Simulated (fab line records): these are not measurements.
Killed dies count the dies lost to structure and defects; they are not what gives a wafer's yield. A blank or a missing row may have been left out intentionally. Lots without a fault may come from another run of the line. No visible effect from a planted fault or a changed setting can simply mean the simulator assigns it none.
fab line records	flow ritCmos	part 1 of 2: steps 1 to 31 of 45
record lots=5	wafers=15	lastDay=7
route steps=202 shown NSD@134 PSD@142 SDANNEAL@153 PLDD@159 NLDD@160 SILICIDE@161 CONTACT@168
lots that met no fault: taken from a fault-free run of the same line
startH: the number of hours between the record's first day and the start of the first shown wafer of the lot	waitH: hours elapsed since this lot's preceding step	" as in the row above	L1.1+2: a single row standing in for several wafers	- no value, or no start given	* or withheld: withheld	< > ~ a bound
route shown NAME@n: names a module that has steps shown in the file, with the first one's number in the route	usual: mean/standard deviation taken from wafers without a fault	same: alike in all rows	chamber/n: place in a boat	sites: each site's reading	_std_site: the standard deviation of these	_edge_site: the outer-site mean with the inner-site mean subtracted	radiusMm: for every site, how far away it sits from the centre of the wafer	mask NAME#n: copy n	behind: the last tool/chamber to shape the wafer	hold: why the lot went on hold/how many hours it stayed there/how the hold came to an end	device: names the non-switching transistor (n, p or np)	end of line: at the end of the route, the tests of the same wafers	a step without rows: its recipe alone	killed: dies lost to structure and defects at the first sort, not the wafer's yield	map: a wafer's dies, marking killed ones x, the rest . and places with no die _
set.NAME: the setting the step ran with; set.NAME@STEP: the setting that earlier step ran with	model.NAME: the simulator's own value behind a step, which no gauge read
a table for each step, a row for each wafer; lots at some steps of the route
services: when a tool's chamber went out of use (startH, in hours from the record's first day, below 0 if earlier), for how many hours, and the reason
## steps
# step RIT_NSD_EXPOSE_03
# recipe maskId=M9	na=0.57	targetCdNm=40700	doseMj=250
lot.wafer	tool	chamber	startH	waitH	mask
L080.2+4+5	ilineStepper-02	0	83.93	0.2	M9#0
L090.1+3+6	ilineStepper-02	0	128.22	0.1	M9#0
L091.1+2+4	ilineStepper-01	0	137.09	0.2	M9#0
L095.2+4+5	ilineStepper-02	0	157.95	0.2	M9#0
L096.1+2+4	ilineStepper-01	0	162.48	0.2	M9#0
# step RIT_NSD_PEB_04
# recipe resist=NOVOLAK	tempC=withheld	timeS=withheld
lot.wafer	tool	chamber	startH	waitH
L080.2+4+5	lithoTrack-03	0	84.05	0.1
L090.1+3+6	lithoTrack-02	0	128.33	0.1
L091.1+2+4	lithoTrack-04	0	137.21	0.1
L095.2+4+5	lithoTrack-02	0	158.27	0.3
L096.1+2+4	lithoTrack-04	0	162.60	0.1
# step RIT_NSD_DEVELOP_05
# recipe resist=NOVOLAK	developTimeS=50	devTempC=23
lot.wafer	tool	chamber	startH	waitH
L080.2+4+5	lithoTrack-03	0	-	-
L090.1+3+6	lithoTrack-02	0	-	-
L091.1+2+4	lithoTrack-04	0	-	-
L095.2+4+5	lithoTrack-02	0	-	-
L096.1+2+4	lithoTrack-04	0	-	-
# step RIT_NSD_OVL_MEAS_06
# usual NSD_OVL=-0.8/1.2
lot.wafer	tool	chamber	startH	waitH	NSD_OVL[nm]
L080.2	overlay-02	-	84.31	-	-1.3
L080.4	"	-	"	"	-0.9
L080.5	"	-	"	"	0.1
L090.1	overlay-01	-	128.62	-	0.1
L090.3	"	-	"	"	0.0
L090.6	"	-	"	"	1.2
L091.1	overlay-01	-	137.49	-	0.1
L091.2	"	-	"	"	1.1
L091.4	"	-	"	"	-1.7
L095.2	overlay-02	-	158.53	-	-0.7
L095.4	"	-	"	"	-1.5
L095.5	"	-	"	"	-2.5
L096.1	overlay-02	-	162.88	-	-0.8
L096.2	"	-	"	"	-1.8
L096.4	"	-	"	"	-0.7
# step RIT_NSD_HARDBAKE_07
# recipe resist=NOVOLAK	tempC=140	timeS=60
lot.wafer	tool	chamber	startH	waitH
L080.2+4+5	lithoTrack-04	0	84.37	0.0
L090.1+3+6	lithoTrack-02	0	128.65	0.0
L091.1+2+4	lithoTrack-04	0	137.53	0.0
L095.2+4+5	lithoTrack-02	0	158.59	0.0
L096.1+2+4	lithoTrack-04	0	162.92	0.0
# step RIT_NSD_IMPLANT_08
# recipe species=P	energyKev=25	doseCm2=1e+15	tiltDeg=7
# usual tiltDeg=7.006/0.018
lot.wafer	tool	chamber	startH	waitH	tiltDeg
L080.2	implanter-04	0	84.52	0.1	7.012
L080.4	"	0	"	"	6.999
L080.5	"	0	"	"	6.991
L090.1	implanter-03	0	128.80	0.1	6.990
L090.3	"	0	"	"	7.016
L090.6	"	0	"	"	7.034
L091.1	implanter-03	0	137.68	0.1	7.000
L091.2	"	0	"	"	6.979
L091.4	"	0	"	"	7.018
L095.2	implanter-04	0	158.74	0.1	7.022
L095.4	"	0	"	"	7.012
L095.5	"	0	"	"	7.026
L096.1	implanter-03	0	163.07	0.1	7.006
L096.2	"	0	"	"	7.002
L096.4	"	0	"	"	7.027
# step RIT_NSD_STRIP_09
# recipe chemistry=O2	timeS=180	resist=NOVOLAK	platenTempC=withheld	powerW=500	pressureMtorr=4000	o2FlowSccm=4000
# usual drypumpMotorCurrentA=5.93/0.29
lot.wafer	tool	chamber	startH	waitH	drypumpMotorCurrentA	rfHoursCounterH
L080.2	plasmaAsher-01	1	84.64	0.1	6.08	40
L080.4	"	1	"	"	6.07	-
L080.5	"	1	"	"	6.09	-
L090.1	plasmaAsher-03	0	128.95	0.1	5.94	52
L090.3	"	0	"	"	5.95	-
L090.6	"	0	"	"	5.94	-
L091.1	plasmaAsher-03	1	137.83	0.1	6.31	53
L091.2	"	0	"	"	5.93	53
L091.4	"	1	"	"	6.29	-
L095.2	plasmaAsher-01	1	158.86	0.1	6.09	5
L095.4	"	0	"	"	5.57	-
L095.5	"	1	"	"	6.09	-
L096.1	plasmaAsher-01	0	163.22	0.1	5.58	5
L096.2	"	1	"	"	6.09	5
L096.4	"	0	"	"	5.60	-
# step RIT_NSD_TW_MEAS_10
# usual NSD_TW=3132/28
lot.wafer	tool	chamber	startH	waitH	NSD_TW
L080.2	filmMetro-03	-	84.83	0.1	3164
L080.4	"	-	"	"	3158
L080.5	"	-	"	"	3156
L090.1	filmMetro-01	-	129.13	0.1	3111
L090.3	"	-	"	"	3101
L090.6	"	-	"	"	3099
L091.1	filmMetro-03	-	138.00	0.1	3165
L091.2	"	-	"	"	3164
L091.4	"	-	"	"	3180
L095.2	filmMetro-03	-	159.05	0.1	3130
L095.4	"	-	"	"	3146
L095.5	"	-	"	"	3126
L096.1	filmMetro-02	-	163.39	0.1	3091
L096.2	"	-	"	"	3108
L096.4	"	-	"	"	3108
# step RIT_PSD_HMDS_00
# recipe primeTimeS=60	primeTempC=140
lot.wafer	tool	chamber	startH	waitH
L080.2+4+5	lithoTrack-02	0	84.99	0.1
L090.1+3+6	lithoTrack-02	0	129.19	0.1
L091.1+2+4	lithoTrack-01	0	138.06	0.1
L095.2+4+5	lithoTrack-04	0	159.12	0.1
L096.1+2+4	lithoTrack-01	0	163.45	0.1
# step RIT_PSD_COAT_01
# recipe resist=NOVOLAK	spinRpm=3250	resistThkNm=1000
lot.wafer	tool	chamber	startH	waitH
L080.2+4+5	lithoTrack-02	0	85.14	0.1
L090.1+3+6	lithoTrack-02	0	129.34	0.1
L091.1+2+4	lithoTrack-01	0	138.21	0.1
L095.2+4+5	lithoTrack-04	0	159.27	0.1
L096.1+2+4	lithoTrack-01	0	163.60	0.1
# step RIT_PSD_SOFTBAKE_02
# recipe resist=NOVOLAK	tempC=90	timeS=60
lot.wafer	tool	chamber	startH	waitH
L080.2+4+5	lithoTrack-02	0	85.29	0.1
L090.1+3+6	lithoTrack-02	0	129.49	0.1
L091.1+2+4	lithoTrack-01	0	138.36	0.1
L095.2+4+5	lithoTrack-04	0	159.42	0.1
L096.1+2+4	lithoTrack-01	0	163.75	0.1
# step RIT_PSD_EXPOSE_03
# recipe maskId=M10	na=0.57	targetCdNm=40900	doseMj=250
lot.wafer	tool	chamber	startH	waitH	mask
L080.2+4+5	ilineStepper-02	0	85.55	0.2	M10#0
L090.1+3+6	ilineStepper-02	0	129.64	0.1	M10#0
L091.1+2+4	ilineStepper-01	0	138.64	0.2	M10#0
L095.2+4+5	ilineStepper-02	0	159.63	0.2	M10#0
L096.1+2+4	ilineStepper-02	0	163.90	0.1	M10#0
# step RIT_PSD_PEB_04
# recipe resist=NOVOLAK	tempC=withheld	timeS=withheld
lot.wafer	tool	chamber	startH	waitH
L080.2+4+5	lithoTrack-01	0	85.78	0.2
L090.1+3+6	lithoTrack-02	0	129.75	0.1
L091.1+2+4	lithoTrack-01	0	138.75	0.1
L095.2+4+5	lithoTrack-01	0	159.75	0.1
L096.1+2+4	lithoTrack-01	0	164.02	0.1
# step RIT_PSD_DEVELOP_05
# recipe resist=NOVOLAK	developTimeS=50	devTempC=23
lot.wafer	tool	chamber	startH	waitH
L080.2+4+5	lithoTrack-01	0	-	-
L090.1+3+6	lithoTrack-02	0	-	-
L091.1+2+4	lithoTrack-01	0	-	-
L095.2+4+5	lithoTrack-01	0	-	-
L096.1+2+4	lithoTrack-01	0	-	-
# step RIT_PSD_OVL_MEAS_06
# usual PSD_OVL=0.5/1.4
lot.wafer	tool	chamber	startH	waitH	PSD_OVL[nm]
L080.2	overlay-01	-	86.04	-	-0.4
L080.4	"	-	"	"	-2.2
L080.5	"	-	"	"	-1.1
L090.1	overlay-02	-	130.04	-	-0.9
L090.3	"	-	"	"	-2.1
L090.6	"	-	"	"	-1.0
L091.1	overlay-01	-	139.04	-	0.8
L091.2	"	-	"	"	-0.8
L091.4	"	-	"	"	-0.1
L095.2	overlay-01	-	160.01	-	-0.5
L095.4	"	-	"	"	1.0
L095.5	"	-	"	"	-1.1
L096.1	overlay-01	-	164.30	-	0.3
L096.2	"	-	"	"	-0.3
L096.4	"	-	"	"	0.3
# step RIT_PSD_HARDBAKE_07
# recipe resist=NOVOLAK	tempC=140	timeS=60
lot.wafer	tool	chamber	startH	waitH
L080.2+4+5	lithoTrack-02	0	86.15	0.1
L090.1+3+6	lithoTrack-01	0	130.07	0.0
L091.1+2+4	lithoTrack-04	0	139.07	0.0
L095.2+4+5	lithoTrack-04	0	160.07	0.0
L096.1+2+4	lithoTrack-01	0	164.34	0.0
# step RIT_PSD_IMPLANT_08
# recipe species=BF2	energyKev=27	doseCm2=5e+15	tiltDeg=7
# usual tiltDeg=6.997/0.02
lot.wafer	tool	chamber	startH	waitH	tiltDeg
L080.2	implanter-01	0	86.30	0.1	6.984
L080.4	"	0	"	"	7.006
L080.5	"	0	"	"	6.998
L090.1	implanter-02	0	130.22	0.1	6.968
L090.3	"	0	"	"	7.043
L090.6	"	0	"	"	6.994
L091.1	implanter-02	0	139.22	0.1	6.986
L091.2	"	0	"	"	6.949
L091.4	"	0	"	"	6.963
L095.2	implanter-03	0	160.22	0.1	6.973
L095.4	"	0	"	"	6.982
L095.5	"	0	"	"	7.009
L096.1	implanter-03	0	164.49	0.1	7.016
L096.2	"	0	"	"	7.002
L096.4	"	0	"	"	6.998
# step RIT_PSD_STRIP_09
# recipe chemistry=O2	timeS=180	resist=NOVOLAK	platenTempC=withheld	powerW=500	pressureMtorr=4000	o2FlowSccm=4000
# usual drypumpMotorCurrentA=6.00/0.24
lot.wafer	tool	chamber	startH	waitH	drypumpMotorCurrentA	rfHoursCounterH
L080.2	plasmaAsher-04	1	86.42	0.1	5.62	29
L080.4	"	0	"	"	6.28	-
L080.5	"	0	"	"	6.30	-
L090.1	plasmaAsher-03	0	130.37	0.1	5.95	53
L090.3	"	0	"	"	5.96	-
L090.6	"	1	"	"	6.30	-
L091.1	plasmaAsher-03	1	139.37	0.1	6.30	54
L091.2	"	0	"	"	5.94	54
L091.4	"	1	"	"	6.28	-
L095.2	plasmaAsher-02	0	160.34	0.1	5.95	53
L095.4	"	1	"	"	5.83	-
L095.5	"	1	"	"	5.87	-
L096.1	plasmaAsher-04	0	164.64	0.1	6.29	38
L096.2	"	1	"	"	5.62	38
L096.4	"	1	"	"	5.58	-
# step RIT_PSD_TW_MEAS_10
# usual PSD_TW=3436/29
lot.wafer	tool	chamber	startH	waitH	PSD_TW
L080.2	filmMetro-03	-	86.61	0.1	3464
L080.4	"	-	"	"	3461
L080.5	"	-	"	"	3464
L090.1	filmMetro-03	-	130.55	0.1	3489
L090.3	"	-	"	"	3491
L090.6	"	-	"	"	3496
L091.1	filmMetro-03	-	139.55	0.1	3479
L091.2	"	-	"	"	3469
L091.4	"	-	"	"	3493
L095.2	filmMetro-03	-	160.53	0.1	3452
L095.4	"	-	"	"	3456
L095.5	"	-	"	"	3441
L096.1	filmMetro-01	-	164.81	0.1	3402
L096.2	"	-	"	"	3398
L096.4	"	-	"	"	3408
# step RIT_SDANNEAL_CLEAN_00
# recipe chemistry=SC1	mix=3:3:50	timeS=600	tempC=75
# usual bathGuardTempC=74.8/0.42	tempC=74.98/0.13
lot.wafer	tool	chamber	startH	waitH	bathGuardTempC	tempC
L080.2	wetBench-01	0	86.66	0.0	74.3	75.00
L080.4	"	0	"	"	74.5	75.09
L080.5	"	0	"	"	74.6	75.24
L090.1	wetBench-03	0	130.61	0.1	74.7	74.97
L090.3	"	0	"	"	74.4	75.12
L090.6	"	0	"	"	74.3	74.91
L091.1	wetBench-01	3	139.61	0.1	74.8	74.82
L091.2	"	3	"	"	74.9	75.00
L091.4	"	3	"	"	74.6	74.88
L095.2	wetBench-01	2	160.58	0.0	74.5	75.25
L095.4	"	2	"	"	74.4	75.23
L095.5	"	2	"	"	74.6	75.10
L096.1	wetBench-03	1	164.87	0.1	74.8	74.88
L096.2	"	1	"	"	74.8	75.11
L096.4	"	1	"	"	74.8	74.89
# step RIT_SDANNEAL_CLEAN_01
# recipe chemistry=dHF	dilution=50:1	timeS=30
lot.wafer	tool	chamber	startH	waitH
L080.2+4+5	wetBench-01	0	86.85	0.0
L090.1+3+6	wetBench-01	2	130.96	0.0
L091.1+2+4	wetBench-02	2	139.78	0.0
L095.2+4+5	wetBench-03	2	160.77	0.0
L096.1+2+4	wetBench-02	1	165.05	0.0
# step RIT_SDANNEAL_CLEAN_02
# recipe chemistry=SC2	mix=3:3:50	timeS=600	tempC=75	dry=n2Spin
# usual bathGuardTempC=74.7/0.51	tempC=75.03/0.13
lot.wafer	tool	chamber	startH	waitH	bathGuardTempC	tempC
L080.2	wetBench-01	0	86.87	0.0	74.5	75.03
L080.4	"	0	"	"	74.8	75.22
L080.5	"	0	"	"	74.6	75.08
L090.1	wetBench-02	2	130.98	0.0	74.5	75.28
L090.3	"	2	"	"	74.5	75.09
L090.6	"	2	"	"	74.5	75.12
L091.1	wetBench-03	3	139.82	0.0	75.2	75.08
L091.2	"	3	"	"	75.0	75.14
L091.4	"	3	"	"	75.2	75.14
L095.2	wetBench-03	3	160.79	0.0	75.1	74.99
L095.4	"	3	"	"	75.1	75.09
L095.5	"	3	"	"	75.0	74.95
L096.1	wetBench-01	3	165.07	0.0	74.8	75.00
L096.2	"	3	"	"	74.4	74.86
L096.4	"	3	"	"	74.6	74.91
# step RIT_SDANNEAL_RTA_03
# recipe tempC=1050	timeS=5	idleTempC=600	rampUpCPerS=342	rampDownCPerS=171	coolToC=600	ambient=N2
# usual wafer_temp_C_max=1053.6/1.1
lot.wafer	tool	chamber	startH	waitH	wafer_temp_C_max
L080.2	rtpAnneal-01	0	87.07	0.0	1056.5
L080.4	"	0	"	"	1052.8
L080.5	"	0	"	"	1052.6
L090.1	rtpAnneal-01	0	131.15	0.0	1052.5
L090.3	"	0	"	"	1054.4
L090.6	"	0	"	"	1053.8
L091.1	rtpAnneal-02	0	140.17	0.0	1053.8
L091.2	"	0	"	"	1053.7
L091.4	"	0	"	"	1053.0
L095.2	rtpAnneal-02	0	160.97	0.0	1052.7
L095.4	"	0	"	"	1052.9
L095.5	"	0	"	"	1053.9
L096.1	rtpAnneal-01	0	165.24	0.0	1054.9
L096.2	"	0	"	"	1052.8
L096.4	"	0	"	"	1051.8
# step RIT_SDANNEAL_RS_MEAS_04
# recipe thkMeasGauge=four-point-probe
# usual PSD_RS=116.14/0.29
lot.wafer	tool	chamber	startH	waitH	PSD_RS[ohm/sq]
L080.2	filmMetro-01	-	87.14	0.1	116.46
L080.4	"	-	"	"	116.62
L080.5	"	-	"	"	116.09
L090.1	filmMetro-01	-	131.21	0.0	116.78
L090.3	"	-	"	"	116.47
L090.6	"	-	"	"	116.66
L091.1	filmMetro-03	-	140.28	0.1	116.77
L091.2	"	-	"	"	116.42
L091.4	"	-	"	"	116.28
L095.2	filmMetro-01	-	161.04	0.1	116.13
L095.4	"	-	"	"	116.13
L095.5	"	-	"	"	115.88
L096.1	filmMetro-02	-	165.30	0.0	115.96
L096.2	"	-	"	"	116.37
L096.4	"	-	"	"	115.96
# step RIT_SDANNEAL_RS_MEAS_05
# recipe thkMeasGauge=four-point-probe
# usual NSD_RS=84.66/0.29
lot.wafer	tool	chamber	startH	waitH	NSD_RS[ohm/sq]
L080.2	filmMetro-01	-	87.26	0.1	84.89
L080.4	"	-	"	"	84.54
L080.5	"	-	"	"	84.58
L090.1	filmMetro-01	-	131.33	0.1	85.01
L090.3	"	-	"	"	85.00
L090.6	"	-	"	"	84.78
L091.1	filmMetro-03	-	140.40	0.1	84.61
L091.2	"	-	"	"	84.50
L091.4	"	-	"	"	84.42
L095.2	filmMetro-01	-	161.16	0.1	84.77
L095.4	"	-	"	"	84.88
L095.5	"	-	"	"	84.88
L096.1	filmMetro-02	-	165.42	0.1	85.19
L096.2	"	-	"	"	84.78
L096.4	"	-	"	"	84.79
# step RIT_SDANNEAL_RS_MEAS_06
# recipe thkMeasGauge=four-point-probe
# usual PLDD_RS=179.0/0.46
lot.wafer	tool	chamber	startH	waitH	PLDD_RS[ohm/sq]
L080.2	filmMetro-01	-	87.38	0.1	179.2
L080.4	"	-	"	"	179.7
L080.5	"	-	"	"	179.2
L090.1	filmMetro-01	-	131.45	0.1	179.4
L090.3	"	-	"	"	179.7
L090.6	"	-	"	"	179.6
L091.1	filmMetro-03	-	140.52	0.1	179.0
L091.2	"	-	"	"	178.6
L091.4	"	-	"	"	178.6
L095.2	filmMetro-01	-	161.28	0.1	179.4
L095.4	"	-	"	"	179.2
L095.5	"	-	"	"	179.1
L096.1	filmMetro-02	-	165.54	0.1	178.8
L096.2	"	-	"	"	179.1
L096.4	"	-	"	"	178.8
# step RIT_SDANNEAL_RS_MEAS_07
# recipe thkMeasGauge=four-point-probe
# usual NLDD_RS=151.9/0.53
lot.wafer	tool	chamber	startH	waitH	NLDD_RS[ohm/sq]
L080.2	filmMetro-01	-	87.50	0.1	151.6
L080.4	"	-	"	"	151.8
L080.5	"	-	"	"	151.6
L090.1	filmMetro-01	-	131.57	0.1	152.0
L090.3	"	-	"	"	151.8
L090.6	"	-	"	"	151.7
L091.1	filmMetro-03	-	140.64	0.1	151.9
L091.2	"	-	"	"	152.2
L091.4	"	-	"	"	152.3
L095.2	filmMetro-01	-	161.40	0.1	152.7
L095.4	"	-	"	"	152.5
L095.5	"	-	"	"	152.6
L096.1	filmMetro-02	-	165.66	0.1	151.4
L096.2	"	-	"	"	151.7
L096.4	"	-	"	"	151.4
# step RIT_SILICIDE_WET_ETCH_00
# recipe chemistry=BOE	target=SiO2	targetDepthNm=14	timeS=15	dry=n2Spin	dilution=10:1	tempC=21.5
# usual tempC=21.45/0.12
lot.wafer	tool	chamber	startH	waitH	tempC
L080.2	wetBench-03	1	87.60	0.1	21.37
L080.4	"	1	"	"	21.57
L080.5	"	1	"	"	21.44
L090.1	wetBench-04	0	131.85	0.3	21.56
L090.3	"	0	"	"	21.45
L090.6	"	0	"	"	21.55
L091.1	wetBench-01	1	140.76	0.1	21.44
L091.2	"	1	"	"	21.54
L091.4	"	1	"	"	21.56
L095.2	wetBench-01	3	161.50	0.1	21.31
L095.4	"	3	"	"	21.23
L095.5	"	3	"	"	21.22
L096.1	wetBench-03	2	165.78	0.1	21.59
L096.2	"	2	"	"	21.75
L096.4	"	2	"	"	21.43
# step RIT_SILICIDE_SPUTTER_01
# recipe material=Ti	targetThkNm=30	powerW=350	chamberPressurePa=0.667	gas=Ar	timeS=240	substrateTempC=25
# usual substrateTempC=25.02/0.12	throttleValvePct=30.3/0.93
lot.wafer	tool	chamber	startH	waitH	substrateTempC	throttleValvePct
L080.2	pvdSputter-04	-	87.62	0.0	25.07	31.0
L080.4	"	-	"	"	24.97	29.7
L080.5	"	-	"	"	25.17	30.4
L090.1	pvdSputter-03	-	131.86	0.0	24.93	31.5
L090.3	"	-	"	"	24.90	29.1
L090.6	"	-	"	"	25.05	30.6
L091.1	pvdSputter-02	-	140.78	0.0	25.16	27.4
L091.2	"	-	"	"	24.93	29.4
L091.4	"	-	"	"	25.15	29.5
L095.2	pvdSputter-03	-	161.51	0.0	25.05	31.4
L095.4	"	-	"	"	25.07	30.6
L095.5	"	-	"	"	24.81	30.6
L096.1	pvdSputter-04	-	165.79	0.0	24.89	29.8
L096.2	"	-	"	"	25.03	30.8
L096.4	"	-	"	"	25.06	30.3
# step RIT_SILICIDE_RS_MEAS_02
# recipe thkMeasGauge=four-point-probe	reads=Ti_of_SILICIDE_SPUTTER_01
# usual SILICIDE_TI_RS=48.2/0.67
lot.wafer	tool	chamber	startH	waitH	SILICIDE_TI_RS[ohm/sq]
L080.2	filmMetro-04	-	87.79	0.1	49.7
L080.4	"	-	"	"	49.8
L080.5	"	-	"	"	49.5
L090.1	filmMetro-04	-	132.01	0.1	47.8
L090.3	"	-	"	"	47.9
L090.6	"	-	"	"	47.2
L091.1	filmMetro-01	-	140.93	0.1	48.5
L091.2	"	-	"	"	47.9
L091.4	"	-	"	"	48.4
L095.2	filmMetro-02	-	161.68	0.1	47.3
L095.4	"	-	"	"	47.0
L095.5	"	-	"	"	47.0
L096.1	filmMetro-01	-	165.94	0.1	48.3
L096.2	"	-	"	"	48.4
L096.4	"	-	"	"	48.9
# step RIT_SILICIDE_THK_MEAS_03
# recipe thkMeasGauge=xrf	reads=Ti_of_SILICIDE_SPUTTER_01
# usual SILICIDE_TI_THK=30.0/0.37
lot.wafer	tool	chamber	startH	waitH	SILICIDE_TI_THK[nm]
L080.2	filmMetro-04	-	87.90	0.1	29.3
L080.4	"	-	"	"	29.1
L080.5	"	-	"	"	29.1
L090.1	filmMetro-04	-	132.13	0.1	30.4
L090.3	"	-	"	"	30.3
L090.6	"	-	"	"	30.5
L091.1	filmMetro-01	-	141.05	0.1	29.9
L091.2	"	-	"	"	30.1
L091.4	"	-	"	"	29.9
L095.2	filmMetro-02	-	161.79	0.1	30.5
L095.4	"	-	"	"	30.5
L095.5	"	-	"	"	30.3
L096.1	filmMetro-01	-	166.06	0.1	30.1
L096.2	"	-	"	"	30.0
L096.4	"	-	"	"	29.8
